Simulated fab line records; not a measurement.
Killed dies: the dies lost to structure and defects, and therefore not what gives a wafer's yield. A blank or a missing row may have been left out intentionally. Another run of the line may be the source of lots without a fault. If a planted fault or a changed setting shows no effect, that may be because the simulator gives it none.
fab line records	flow berkeley-cmos170
record: lots: 14	wafers: 42	last-day: 11
route steps=331 shown NWELL@16 ACTIVE@75 GATE@129 PLDD@152
lots untouched by any fault: they come from a run of this same line in which no faults occurred
start-h: hours from the record's opening day to when the first of the lot's shown wafers began	wait-h: how many hours have passed since the lot's step before this one	" identical to the entry in the row above	L1.1+2: a row that stands for several wafers	- value missing, or start not given	* or withheld: withheld	< > ~ a bound
route shown NAME@n: NAME is a module with steps in the file, n the number in the route of the first one	usual: the fault-free wafers' mean and standard deviation	same: alike in all rows	chamber/n: place in a boat	sites: the reading at each site	_std_site: standard deviation of those values	_edge_site: the outer-site mean with the inner-site mean subtracted	radius-mm: how far each site lies from the wafer's centre	mask NAME#n: copy n	behind: the most recent tool/chamber to have shaped the wafer	hold: why the lot went on hold/how many hours it stayed there/how the hold came to an end	device: the n, p or np transistor that did not switch	end of line: the tests these same wafers got at the end of their route	a step without rows: its recipe alone	killed: at the first sort, the dies lost to defects and structure; wafer yield is something else	map: per-die view of a wafer (x killed, . not killed, _ where there is no die)
set.NAME: the setting that was run; set.NAME@STEP: the one run at that earlier step	model.NAME: the simulator's own value behind a step, which no gauge read
route steps across a sampled set of lots; one table per step, one row per wafer
services: a tool's chamber out of use, with start hour (start-h, from the record's first day; less than 0 if before it), hours out, and reason
== steps ==
step: UCB170_NWELL_THK_MEAS_02
recipe: reads: SiO2_of_NWELL_OXIDATION_01
usual: NWELL_OXIDE_THK: 26.0/0.48
lot.wafer	tool	chamber	start-h	wait-h	NWELL_OXIDE_THK[nm]
L892.1	film-metro-04	-	19.24	0.0	25.8
L892.2	"	-	"	"	25.6
L892.5	"	-	"	"	25.9
L893.2	film-metro-02	-	27.82	0.0	26.2
L893.5	"	-	"	"	26.3
L893.6	"	-	"	"	26.3
L894.1	film-metro-04	-	36.78	0.0	26.1
L894.2	"	-	"	"	25.5
L894.3	"	-	"	"	25.8
L895.1	film-metro-02	-	41.67	0.0	26.5
L895.4	"	-	"	"	26.6
L895.5	"	-	"	"	26.5
L897.1	film-metro-04	-	52.24	0.0	25.5
L897.3	"	-	"	"	25.6
L897.4	"	-	"	"	25.4
L898.1	film-metro-03	-	56.42	0.0	26.7
L898.4	"	-	"	"	26.6
L898.6	"	-	"	"	26.4
L899.1	film-metro-02	-	56.42	0.0	25.5
L899.2	"	-	"	"	25.8
L899.5	"	-	"	"	26.3
L900.3	film-metro-04	-	62.14	0.0	26.3
L900.4	"	-	"	"	26.7
L900.6	"	-	"	"	26.6
L902.4	film-metro-02	-	70.95	0.0	26.7
L902.5	"	-	"	"	26.7
L902.6	"	-	"	"	26.1
L905.2	film-metro-03	-	90.42	0.0	25.3
L905.5	"	-	"	"	25.3
L905.6	"	-	"	"	25.6
L906.2	film-metro-02	-	90.42	0.0	25.4
L906.5	"	-	"	"	25.7
L906.6	"	-	"	"	25.6
L913.2	film-metro-04	-	126.03	0.0	26.2
L913.4	"	-	"	"	25.7
L913.6	"	-	"	"	25.8
L914.1	film-metro-02	-	131.74	0.0	26.4
L914.3	"	-	"	"	26.4
L914.4	"	-	"	"	25.9
L915.1	film-metro-02	-	139.76	0.0	27.0
L915.2	"	-	"	"	26.4
L915.4	"	-	"	"	26.5
step: UCB170_ACTIVE_ETCH_15
recipe: chemistry: CH3F/Ar/O2	target: Si3N4	stop-on: SiO2	CH3F_flow_sccm: 20	Ar_flow_sccm: 50	O2_flow_sccm: 7	pressure-mtorr: 50	rf-w: 450	target-depth-a: 2420	over-etch-frac: 0.1	time-s: 148.7
usual: CH3F_flow_sccm: 20.00/0.061	drypump-motor-current-A: 5.9/0.45	oes-product-au: 0.949/0.016	throttle-valve-pct: 8.06/0.13
lot.wafer	tool	chamber	start-h	wait-h	CH3F_flow_sccm	drypump-motor-current-A	oes-product-au	rf-hours-counter-h	throttle-valve-pct
L892.1	rie-diel-04	0	69.51	0.0	20.00	6.7	0.944	64	8.17
L892.2	"	2	"	"	20.01	6.0	0.965	154	7.88
L892.5	"	0	"	"	19.95	6.7	0.952	-	8.18
L893.2	rie-diel-04	1	78.47	0.0	20.00	5.5	0.961	5	8.13
L893.5	"	1	"	"	20.01	5.5	0.958	-	8.11
L893.6	"	0	"	"	19.98	6.7	0.944	-	8.19
L895.1	rie-diel-04	3	91.90	0.0	20.04	5.5	0.953	14	7.93
L895.4	"	0	"	"	20.03	6.7	0.946	65	8.18
L895.5	"	0	"	"	20.02	6.7	0.937	-	8.19
L894.1	rie-diel-02	0	92.30	0.0	19.95	6.5	0.948	69	7.99
L894.2	"	3	"	"	20.00	6.0	0.916	3	7.83
L894.3	"	2	"	"	20.01	5.5	0.939	124	8.24
L898.1	rie-diel-03	2	104.67	0.0	19.92	6.1	0.957	147	8.20
L898.4	"	1	"	"	19.99	5.4	0.957	33	8.12
L898.6	"	3	"	"	19.97	5.3	0.928	-	8.08
L897.1	rie-diel-03	0	105.18	0.0	19.99	5.8	0.982	134	8.13
L897.3	"	2	"	"	19.97	6.2	0.963	147	8.17
L897.4	"	3	"	"	20.06	5.3	0.943	43	8.06
L899.1	rie-diel-04	0	105.30	0.0	20.02	6.7	0.954	65	8.19
L899.2	"	1	"	"	19.96	5.5	0.965	6	8.12
L899.5	"	2	"	"	19.84	6.0	0.956	-	7.90
L900.3	rie-diel-02	0	105.42	0.0	20.02	6.5	0.955	70	7.97
L900.4	"	2	"	"	20.03	5.5	0.939	125	8.24
L900.6	"	0	"	"	20.01	6.5	0.961	-	7.99
L902.4	rie-diel-03	3	121.02	0.0	20.01	5.3	0.936	44	8.06
L902.5	"	3	"	"	19.93	5.3	0.923	-	8.05
L902.6	"	0	"	"	20.04	5.9	0.961	-	8.15
L906.2	rie-diel-04	1	138.99	0.0	19.92	5.5	0.958	7	8.11
L906.5	"	1	"	"	19.99	5.5	0.957	-	8.13
L906.6	"	3	"	"	20.04	5.5	0.956	-	7.95
L905.2	rie-diel-02	2	139.24	0.0	20.04	5.5	0.930	127	8.23
L905.5	"	3	"	"	20.00	6.0	0.912	-	7.81
L905.6	"	2	"	"	20.06	5.5	0.948	-	8.23
L913.2	rie-diel-04	2	178.30	0.0	20.02	6.0	0.943	1	7.90
L913.4	"	0	"	"	20.11	6.7	0.947	68	8.18
L913.6	"	2	"	"	19.98	6.0	0.946	-	7.90
L914.1	rie-diel-02	1	187.87	0.0	19.97	6.5	0.922	111	7.90
L914.3	"	0	"	"	20.00	6.5	0.960	74	7.99
L914.4	"	2	"	"	20.04	5.5	0.936	129	8.23
L915.1	rie-diel-03	3	199.78	0.0	19.98	5.3	0.932	47	8.05
L915.2	"	0	"	"	19.95	5.8	0.976	139	8.14
L915.4	"	3	"	"	19.83	5.3	0.920	-	8.05
step: UCB170_GATE_ANNEAL_03
recipe: temp-c: 900	time-s: 1800	ambient: N2
usual: spike-tc-centre-C: 902.9/1.1	spike-tc-load-C: 924.4/2.4	tube_center_temp_C_max: 902.3/0.36	zone-power-centre-pct: 48/4.2
lot.wafer	tool	chamber	start-h	wait-h	spike-tc-centre-C	spike-tc-load-C	tube_center_temp_C_max	zone-power-centre-pct
L892.1	furnace-01	0	106.54	2.4	902.1	923.9	902.5	45
L892.2	"	0	"	"	901.6	928.1	901.9	46
L892.5	"	0	"	"	901.1	924.7	901.8	45
L893.2	furnace-02	0	116.38	2.7	903.2	920.3	902.9	45
L893.5	"	0	"	"	902.2	923.3	902.0	45
L893.6	"	0	"	"	902.9	921.1	902.0	45
L894.1	furnace-03	0	130.08	3.8	902.3	926.8	902.4	54
L894.2	"	0	"	"	902.6	924.7	901.8	53
L894.3	"	0	"	"	902.3	925.2	902.3	52
L895.1	furnace-03	0	130.08	3.8	903.9	925.6	902.0	53
L895.4	"	0	"	"	901.4	927.5	902.0	54
L895.5	"	0	"	"	902.1	926.9	902.0	53
L897.1	furnace-03	0	139.34	2.7	903.5	925.0	902.1	53
L897.3	"	0	"	"	903.1	925.3	902.1	54
L897.4	"	0	"	"	901.9	923.9	902.5	53
L898.1	furnace-03	0	139.34	2.7	902.4	926.1	902.4	54
L898.4	"	0	"	"	902.6	927.1	901.7	53
L898.6	"	0	"	"	903.0	925.8	901.8	54
L899.1	furnace-03	0	139.34	2.7	904.8	925.9	902.2	53
L899.2	"	0	"	"	903.6	925.3	902.1	54
L899.5	"	0	"	"	904.8	925.6	902.4	53
L900.3	furnace-03	0	139.34	2.6	901.1	925.2	902.6	53
L900.4	"	0	"	"	904.4	926.9	902.4	53
L900.6	"	0	"	"	902.3	926.0	902.2	53
L902.4	furnace-03	0	162.19	3.6	903.7	924.8	902.3	53
L902.5	"	0	"	"	903.7	927.4	902.5	54
L902.6	"	0	"	"	903.1	925.0	902.0	53
L905.2	furnace-02	0	182.21	3.9	903.8	922.7	902.2	45
L905.5	"	0	"	"	902.5	920.2	902.1	45
L905.6	"	0	"	"	904.4	921.0	902.2	44
L906.2	furnace-02	0	182.21	3.9	902.6	921.4	902.1	44
L906.5	"	0	"	"	903.3	921.5	901.9	45
L906.6	"	0	"	"	904.2	919.2	902.5	44
L913.2	furnace-01	0	217.15	1.3	901.7	926.1	902.3	45
L913.4	"	0	"	"	902.6	926.9	902.5	45
L913.6	"	0	"	"	902.7	927.2	902.9	45
L914.1	furnace-02	-	227.98	2.6	-	-	-	-
L914.3	"	-	"	"	-	-	-	-
L914.4	"	-	"	"	-	-	-	-
L915.1	furnace-02	-	245.09	3.3	-	-	-	-
L915.2	"	-	"	"	-	-	-	-
L915.4	"	-	"	"	-	-	-	-
step: UCB170_PLDD_OVL_MEAS_07
usual: PLDD_OVL: 0/5.4
lot.wafer	tool	chamber	start-h	wait-h	PLDD_OVL[nm]
L892.1	overlay-01	-	113.18	0.1	6
L892.2	"	-	"	"	10
L892.5	"	-	"	"	9
L893.2	overlay-01	-	123.71	0.1	2
L893.5	"	-	"	"	-2
L893.6	"	-	"	"	9
L895.1	overlay-02	-	136.92	0.1	1
L895.4	"	-	"	"	3
L895.5	"	-	"	"	-8
L894.1	overlay-01	-	137.43	0.1	7
L894.2	"	-	"	"	6
L894.3	"	-	"	"	8
L897.1	overlay-02	-	145.26	0.1	-7
L897.3	"	-	"	"	1
L897.4	"	-	"	"	2
L900.3	overlay-01	-	145.32	0.1	9
L900.4	"	-	"	"	1
L900.6	"	-	"	"	0
L898.1	overlay-01	-	145.58	0.1	-2
L898.4	"	-	"	"	4
L898.6	"	-	"	"	3
L899.1	overlay-01	-	145.86	0.1	-2
L899.2	"	-	"	"	6
L899.5	"	-	"	"	0
L902.4	overlay-01	-	168.77	0.1	4
L902.5	"	-	"	"	-6
L902.6	"	-	"	"	-1
L905.2	overlay-02	-	188.02	0.1	0
L905.5	"	-	"	"	0
L905.6	"	-	"	"	-1
L906.2	overlay-02	-	188.26	0.1	2
L906.5	"	-	"	"	-1
L906.6	"	-	"	"	4
L913.2	overlay-01	-	224.47	0.1	0
L913.4	"	-	"	"	4
L913.6	"	-	"	"	1
== services ==
tool	chamber	start-h	hours	kind
rie-diel-04	0	78.64	7.2	repair
rie-diel-02	1	85.95	2.5	repair
rie-diel-04	2	128.92	-	clean
rie-diel-04	2	128.92	18.5	scheduled-down
rie-diel-04	2	128.92	18.5	vent-cycle
furnace-03	-	133.24	3.3	pm
furnace-02	-	148.04	3.1	pm
furnace-02	-	151.15	1.9	pm
rie-diel-04	0	157.59	13.3	repair
rie-diel-04	-	158.36	14.6	pm
rie-diel-03	3	161.35	12.1	repair
rie-diel-03	2	184.07	-	clean
rie-diel-03	2	184.07	16.9	scheduled-down
rie-diel-03	2	184.07	16.9	vent-cycle
rie-diel-04	2	191.00	2.1	repair
furnace-01	-	199.15	2.9	pm
rie-diel-04	-	221.42	15.6	pm
rie-diel-03	2	233.41	6.3	repair
rie-diel-03	-	236.39	1.2	repair
rie-diel-03	0	241.41	-	clean
rie-diel-03	0	241.41	15.4	scheduled-down
rie-diel-03	0	241.41	15.4	vent-cycle
== key ==
first-sign: step: UCB170_GATE_ANNEAL_03	reading: tool-record	direction: missing
effect none on later readings
met-at UCB170_GATE_ANNEAL_03
struck-lots L914,L915
later-rows-left-out L914.1,L914.3,L914.4,L915.1,L915.2,L915.4
sort-left-out L914.1,L914.3,L914.4,L915.1,L915.2,L915.4
tester-left-out L914,L915
not-acting-at UCB170_NWELL_THK_MEAS_02,UCB170_ACTIVE_ETCH_15,UCB170_PLDD_OVL_MEAS_07
onset-between 182.21 227.98
fault: kind: skipped-step-whole	tool: furnace-02	chamber: -	onset-h: 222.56	steps: UCB170_GATE_ANNEAL_03	scope: struck-lots-only
tester-left-out: of these lots the tester's yield and bins aren't shown, on N5 and GAA mostly nor the transistor test; their killed dies are dies lost to structure and defects alone, not to doping, threshold or leakage, so they don't give the yield
sort-left-out: the simulated sort isn't trusted on such a fault, so these wafers' sort isn't shown, and their yield isn't known
later-rows-left-out: the simulator's readings of these wafers behind a module that went badly wrong aren't trusted and aren't shown, but for the sort
